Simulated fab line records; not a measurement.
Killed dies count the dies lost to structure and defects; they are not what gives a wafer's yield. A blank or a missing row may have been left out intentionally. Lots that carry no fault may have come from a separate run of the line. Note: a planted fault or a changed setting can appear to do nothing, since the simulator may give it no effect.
Which tool was responsible? ; flow rit cmos ; 14 lots (42 wafers sampled), 1 step of a 202-step route

WHAT THE GAUGES READ, wafer by wafer
RIT_ACTIVE_BOW_MEAS_00.
lot;measured;on;INCOMING_BOW (um)
L895;day 1 10:00;film metro-02;-7 -3 -3
L896;day 1 15:00;film metro-01;-8 6 -9
L898;day 2 01:01;film metro-04;-8 7 6
L899;day 2 06:00;film metro-04;2 -9 -14
L900;day 2 11:00;film metro-04;-3 -1 8
L901;day 2 16:00;film metro-02;-2 -6 -3
L902;day 2 21:00;film metro-01;10 6 -1
L903;day 3 02:00;film metro-02;0 -7 -7
L908;day 4 03:00;film metro-02;-4 -3 -13
L909;day 4 08:01;film metro-04;-7 -2 -5
L911;day 4 18:00;film metro-02;-1 4 -15
L912;day 4 23:00;film metro-02;-9 10 3
L915;day 5 14:00;film metro-04;-2 -5 -6
L916;day 5 19:01;film metro-04;3 -4 11

WHAT TOOL EACH LOT RAN ON (gives the tool, then ch and the chambers of the sampled wafers, and finally the start)
There is no process step in the record ahead of these readings.

AS READ BY THE TOOLS THEMSELVES (means over the sampled wafers that have a number; for cases with no such wafer, the mark the record gives instead)
The record holds no such reading with a usual standard deviation.

THE ANSWER, worked out from the rows above alone
Rule: the lots themselves supply what counts as usual. The widest of any qualifying gaps counts: lots, ordered by their means at a reading, are off when they make up no more than a third of the lots, leave a main group of 4 or more, and stand apart from it by 3 or more times the standard deviation of that group's means. If all means in a main group match to the digits the tables above print for the reading, that group is not used. A lot without any number at a reading at which 4 lots or more have one is off too. Where the step has rows for the other lots, those lots are counted as sound. After the gauges, taken in route order, come the tools' own readings; for these a lot's mean is taken, as printed above. The first step at which some lot is off is used, and at that step the reading that is off furthest; a lot without a number counts as furthest.
Nothing can be told from this: no lot is off at any reading shown.

WHAT THE SIMULATOR PUT IN
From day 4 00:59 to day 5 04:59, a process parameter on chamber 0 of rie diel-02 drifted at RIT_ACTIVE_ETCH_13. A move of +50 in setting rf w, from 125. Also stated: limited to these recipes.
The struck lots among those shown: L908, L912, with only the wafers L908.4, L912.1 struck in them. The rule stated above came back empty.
